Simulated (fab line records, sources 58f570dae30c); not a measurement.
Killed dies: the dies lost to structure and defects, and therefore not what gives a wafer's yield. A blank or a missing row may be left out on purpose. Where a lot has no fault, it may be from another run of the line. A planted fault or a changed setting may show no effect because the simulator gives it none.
fab line records | flow berkeley_cmos170
[record] lots = 8 | wafers = 24 | last_day = 10
route steps=331 shown GATE@140 PLDD@154 PSD@182 NSD@193
lots that met no fault: taken from a fault-free run of the same line
start_h: hours from the record's first day to the start of the lot's first wafer shown | wait_h: time in hours since the lot's previous step | " identical to the entry in the row above | L1.1+2: a row that stands for several wafers | - no value, or no start was given | * or withheld: withheld | < > ~ a bound
route shown NAME@n: a module of which the file shows steps, and the number in the route of the first | usual: the fault-free wafers' mean and standard deviation | same: alike in all rows | chamber/n: place in a boat | sites: per-site readings | _std_site: how widely they spread, as a standard deviation | _edge_site: inner sites' mean taken away from outer sites' mean | radius_mm: how far each site lies from the wafer's centre | mask NAME#n: copy n | behind: the last tool/chamber to shape the wafer | hold: why the lot went on hold/how many hours it stayed there/how the hold came to an end | device: the n, p or np transistor that did not switch | end of line: the route-end tests of the same wafers | a step with no rows: only its recipe | killed: not the wafer's yield, but the dies lost to structure and defects at the first sort | map: the dies of a wafer, with x for killed, . for not killed, _ for no die there
set.NAME: the setting the step ran with; set.NAME@STEP: the setting that earlier step ran with | model.NAME: the simulator's own value behind a step, which no gauge read
steps of the route over a sample of lots; a table a step, a row a wafer
services: when a tool's chamber went out of use (start_h, in hours from the record's first day, below 0 if earlier), for how many hours, and the reason
[[steps]]
[step UCB170_GATE_ETCH_14]
[recipe] chemistry = N2/H2 | target_depth_a = withheld | overetch_a = withheld | target = BARC | time_s = withheld | source_w = 500 | bias_w = 100 | pressure_mtorr = 30 | n2_flow_sccm = 100 | h2_flow_sccm = 200
[usual] drypump_motor_current_A = 5.8/0.51 | h2_flow_sccm = 200.0/0.59 | oes_product_au = 1.001/0.018 | throttle_valve_pct = 13.22/0.14
lot.wafer | tool        | chamber | start_h | wait_h | drypump_motor_current_A | h2_flow_sccm | oes_product_au | throttle_valve_pct
L360.1    | rie_diel-02 | 3       | 150.87  | 0.0    | 6.0                     | 200.1        | 1.026          | 13.05
L360.2    | "           | 0       | "       | "      | 6.5                     | 200.1        | 0.997          | 13.33
L360.4    | "           | 2       | "       | "      | 5.2                     | 199.8        | 1.000          | 13.05
L362.1    | rie_diel-04 | 1       | 156.96  | 0.0    | 5.2                     | 200.4        | 0.998          | 13.34
L362.3    | "           | 3       | "       | "      | 6.6                     | 199.9        | 0.997          | 12.98
L362.5    | "           | 2       | "       | "      | 5.9                     | 199.3        | 0.999          | 13.38
L361.1    | rie_diel-01 | 1       | 157.23  | 0.0    | 5.4                     | 199.8        | 1.002          | 13.37
L361.3    | "           | 3       | "       | "      | 5.8                     | 201.1        | 1.015          | 13.22
L361.6    | "           | 1       | "       | "      | 5.4                     | 199.2        | 1.000          | 13.39
L363.1    | rie_diel-02 | 2       | 166.25  | 0.0    | 5.2                     | 200.1        | 0.996          | 13.07
L363.5    | "           | 2       | "       | "      | 5.2                     | 200.2        | 1.002          | 13.07
L363.6    | "           | 0       | "       | "      | 6.5                     | 200.2        | 1.004          | 13.34
L365.1    | rie_diel-04 | 0       | 179.71  | 0.0    | 6.7                     | 199.3        | 0.971          | 13.37
L365.3    | "           | 1       | "       | "      | 5.2                     | 199.0        | 0.987          | 13.34
L365.5    | "           | 2       | "       | "      | 5.9                     | 199.7        | 1.003          | 13.37
L364.2    | rie_diel-02 | 0       | 179.73  | 0.0    | 6.5                     | 201.5        | 0.998          | 13.35
L364.3    | "           | 2       | "       | "      | 5.2                     | 200.1        | 0.996          | 13.05
L364.6    | "           | 2       | "       | "      | 5.2                     | 200.0        | 1.005          | 13.05
L366.1    | rie_diel-01 | 2       | 188.16  | 0.0    | 5.5                     | 199.2        | 1.025          | 13.25
L366.2    | "           | 1       | "       | "      | 5.4                     | 200.4        | 0.991          | 13.39
L366.5    | "           | 0       | "       | "      | 5.9                     | 200.0        | 1.051          | 13.17
L367.2    | rie_diel-02 | 2       | 188.19  | 0.0    | 5.2                     | 200.1        | 1.005          | 13.06
L367.3    | "           | 3       | "       | "      | 6.0                     | 200.1        | 1.014          | 13.04
L367.4    | "           | 2       | "       | "      | 5.2                     | 199.6        | 0.998          | 13.07
[step UCB170_PLDD_IMPLANT_09]
[recipe] species = BF2 | dose_cm2 = 5e+13 | energy_kev = 10 | tilt_deg = 7 | rotation_deg = 180
[usual] implant_ion_amu = 49/0
lot.wafer | tool         | chamber | start_h | wait_h | implant_ion_amu
L360.1    | implanter-01 | 0       | 153.00  | 0.1    | 49
L360.2    | "            | 0       | "       | "      | 49
L360.4    | "            | 0       | "       | "      | 49
L361.1    | implanter-04 | 0       | 161.77  | 0.1    | 49
L361.3    | "            | 0       | "       | "      | 49
L361.6    | "            | 0       | "       | "      | 49
L362.1    | implanter-03 | 0       | 161.89  | 0.1    | 49
L362.3    | "            | 0       | "       | "      | 49
L362.5    | "            | 0       | "       | "      | 49
L363.1    | implanter-04 | 0       | 168.86  | 0.1    | 49
L363.5    | "            | 0       | "       | "      | 49
L363.6    | "            | 0       | "       | "      | 49
L365.1    | implanter-01 | 0       | 182.09  | 0.1    | 11
L365.3    | "            | 0       | "       | "      | 11
L365.5    | "            | 0       | "       | "      | 11
L364.2    | implanter-04 | 0       | 182.39  | 0.1    | 11
L364.3    | "            | 0       | "       | "      | 11
L364.6    | "            | 0       | "       | "      | 11
L366.1    | implanter-04 | 0       | 191.69  | 0.1    | 11
L366.2    | "            | 0       | "       | "      | 11
L366.5    | "            | 0       | "       | "      | 11
L367.2    | implanter-01 | 0       | 191.75  | 0.1    | 11
L367.3    | "            | 0       | "       | "      | 11
L367.4    | "            | 0       | "       | "      | 11
[step UCB170_PLDD_TW_MEAS_11]
[usual] PLDD_TW = 1010/8.2
lot.wafer | tool          | chamber | start_h | wait_h | PLDD_TW
L360.1    | film_metro-01 | -       | 153.25  | 0.1    | 1002
L360.2    | "             | -       | "       | "      | 1004
L360.4    | "             | -       | "       | "      | 1004
L361.1    | film_metro-02 | -       | 162.03  | 0.1    | 1018
L361.3    | "             | -       | "       | "      | 1018
L361.6    | "             | -       | "       | "      | 1017
L362.1    | film_metro-01 | -       | 162.14  | 0.1    | 1000
L362.3    | "             | -       | "       | "      | 1004
L362.5    | "             | -       | "       | "      | 997
L363.1    | film_metro-01 | -       | 169.11  | 0.1    | 996
L363.5    | "             | -       | "       | "      | 998
L363.6    | "             | -       | "       | "      | 993
L365.1    | film_metro-04 | -       | 182.37  | 0.1    | 885
L365.3    | "             | -       | "       | "      | 886
L365.5    | "             | -       | "       | "      | 884
L364.2    | film_metro-04 | -       | 182.63  | 0.1    | 888
L364.3    | "             | -       | "       | "      | 888
L364.6    | "             | -       | "       | "      | 885
L366.1    | film_metro-02 | -       | 191.94  | 0.1    | 877
L366.2    | "             | -       | "       | "      | 873
L366.5    | "             | -       | "       | "      | 880
L367.2    | film_metro-01 | -       | 191.98  | 0.1    | 866
L367.3    | "             | -       | "       | "      | 868
L367.4    | "             | -       | "       | "      | 876
[step UCB170_PSD_OVL_MEAS_07]
[usual] PSD_OVL = -5/4.8
lot.wafer | tool       | chamber | start_h | wait_h | PSD_OVL[nm]
L360.1    | overlay-02 | -       | 163.64  | 0.1    | -11
L360.2    | "          | -       | "       | "      | 3
L360.4    | "          | -       | "       | "      | 0
L361.1    | overlay-02 | -       | 177.81  | 0.1    | -9
L361.3    | "          | -       | "       | "      | -6
L361.6    | "          | -       | "       | "      | -5
L363.1    | overlay-01 | -       | 177.92  | 0.1    | -14
L363.5    | "          | -       | "       | "      | -17
L363.6    | "          | -       | "       | "      | -10
L362.1    | overlay-02 | -       | 178.04  | 0.1    | -6
L362.3    | "          | -       | "       | "      | 4
L362.5    | "          | -       | "       | "      | -1
L364.2    | overlay-01 | -       | 192.33  | 0.1    | -4
L364.3    | "          | -       | "       | "      | -6
L364.6    | "          | -       | "       | "      | -10
L365.1    | overlay-01 | -       | 192.60  | 0.1    | -14
L365.3    | "          | -       | "       | "      | -8
L365.5    | "          | -       | "       | "      | -11
L366.1    | overlay-01 | -       | 199.85  | 0.1    | -6
L366.2    | "          | -       | "       | "      | -5
L366.5    | "          | -       | "       | "      | -11
L367.2    | overlay-01 | -       | 200.09  | 0.1    | -4
L367.3    | "          | -       | "       | "      | -2
L367.4    | "          | -       | "       | "      | 0
[step UCB170_NSD_CD_MEAS_06]
[recipe] target_cd_nm = 1200
[usual] cd_nm = 1200.3/1.3
lot.wafer | tool      | chamber | start_h | wait_h | cd_nm
L360.1    | cd_sem-01 | -       | 165.41  | -      | 1199.6
L360.2    | "         | -       | "       | "      | 1198.6
L360.4    | "         | -       | "       | "      | 1197.7
L361.1    | cd_sem-01 | -       | 179.85  | -      | 1201.6
L361.3    | "         | -       | "       | "      | 1201.6
L361.6    | "         | -       | "       | "      | 1202.3
L363.1    | cd_sem-02 | -       | 180.12  | -      | 1199.4
L363.5    | "         | -       | "       | "      | 1198.1
L363.6    | "         | -       | "       | "      | 1199.8
L362.1    | cd_sem-01 | -       | 180.28  | -      | 1200.7
L362.3    | "         | -       | "       | "      | 1200.0
L362.5    | "         | -       | "       | "      | 1200.8
L364.2    | cd_sem-02 | -       | 194.87  | -      | 1203.3
L364.3    | "         | -       | "       | "      | 1202.0
L364.6    | "         | -       | "       | "      | 1202.3
L365.1    | cd_sem-01 | -       | 195.12  | -      | 1199.7
L365.3    | "         | -       | "       | "      | 1200.5
L365.5    | "         | -       | "       | "      | 1200.6
L366.1    | cd_sem-01 | -       | 204.14  | -      | 1201.2
L366.2    | "         | -       | "       | "      | 1200.2
L366.5    | "         | -       | "       | "      | 1200.4
L367.2    | cd_sem-02 | -       | 204.43  | -      | 1199.6
L367.3    | "         | -       | "       | "      | 1200.7
L367.4    | "         | -       | "       | "      | 1201.4
[step UCB170_SDANNEAL_RS_MEAS_04]
[recipe] thk_meas_gauge = four-point-probe
[usual] PLDD_RS = 1030.6/2.7
lot.wafer | tool          | chamber | start_h | wait_h | PLDD_RS[ohm/sq]
L360.1    | film_metro-04 | -       | 169.26  | 0.1    | 1030.6
L360.2    | "             | -       | "       | "      | 1031.7
L360.4    | "             | -       | "       | "      | 1033.2
L361.1    | film_metro-02 | -       | 182.15  | 0.1    | 1026.5
L361.3    | "             | -       | "       | "      | 1024.1
L361.6    | "             | -       | "       | "      | 1023.8
L363.1    | film_metro-01 | -       | 182.32  | 0.1    | 1030.7
L363.5    | "             | -       | "       | "      | 1032.1
L363.6    | "             | -       | "       | "      | 1036.1
L362.1    | film_metro-02 | -       | 182.66  | 0.1    | 1034.3
L362.3    | "             | -       | "       | "      | 1030.7
L362.5    | "             | -       | "       | "      | 1032.7
L364.2    | film_metro-02 | -       | 196.89  | 0.1    | 931.3
L364.3    | "             | -       | "       | "      | 933.1
L364.6    | "             | -       | "       | "      | 932.5
L365.1    | film_metro-02 | -       | 197.58  | 0.1    | 931.2
L365.3    | "             | -       | "       | "      | 930.1
L365.5    | "             | -       | "       | "      | 932.4
L366.1    | film_metro-01 | -       | 205.95  | 0.1    | 931.6
L366.2    | "             | -       | "       | "      | 933.0
L366.5    | "             | -       | "       | "      | 932.6
L367.2    | film_metro-04 | -       | 206.18  | 0.1    | 931.4
L367.3    | "             | -       | "       | "      | 933.4
L367.4    | "             | -       | "       | "      | 931.7
[[services]]
tool         | chamber | start_h | hours | kind
rie_diel-01  | 2       | 140.03  | -     | clean
rie_diel-01  | 2       | 140.03  | 18.9  | scheduled_down
rie_diel-01  | 2       | 140.03  | 18.9  | vent_cycle
implanter-03 | -       | 147.85  | 2.0   | repair
rie_diel-01  | 1       | 150.52  | 4.1   | repair
implanter-04 | -       | 154.14  | 5.8   | pm
implanter-01 | -       | 155.90  | 5.5   | pm
rie_diel-01  | -       | 158.96  | 0.2   | repair
rie_diel-02  | 3       | 160.80  | 10.4  | repair
implanter-03 | -       | 166.08  | 5.8   | repair
rie_diel-02  | 1       | 166.13  | 30.1  | repair
implanter-04 | -       | 175.30  | 1.3   | repair
rie_diel-04  | 3       | 175.82  | -     | clean
rie_diel-04  | 3       | 175.82  | 21.8  | scheduled_down
rie_diel-04  | 3       | 175.82  | 21.8  | vent_cycle
implanter-01 | -       | 187.09  | 0.6   | repair
[[key]]
[first_sign] step = UCB170_PLDD_IMPLANT_09 | reading = implant_ion_amu | direction = down | sigmas = 99+ | usual = 49 | struck = 11
[effect] step = UCB170_PLDD_TW_MEAS_11 | reading = PLDD_TW | direction = down | sigmas = 16 | usual = 1010 | struck = 880
[effect] step = UCB170_SDANNEAL_RS_MEAS_04 | reading = PLDD_RS | direction = down | sigmas = 36 | usual = 1030.6 | struck = 932.0
met_at UCB170_PLDD_IMPLANT_09
struck_lots L364,L365,L366,L367
tester_left_out L364,L365,L366,L367
not_acting_at UCB170_GATE_ETCH_14,UCB170_PSD_OVL_MEAS_07,UCB170_NSD_CD_MEAS_06
onset_between 168.86 182.09
[fault] kind = wrong_recipe_download | tool = implanter-01,implanter-03,implanter-04 | chamber = - | onset_h = 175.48 | steps = UCB170_PLDD_IMPLANT_09 | wrong_recipe.not_listed = 1
// tester_left_out: of these lots the tester's yield and bins aren't shown, on N5 and GAA mostly nor the transistor test; their killed dies are dies lost to structure and defects alone, not to doping, threshold or leakage, so they don't give the yield
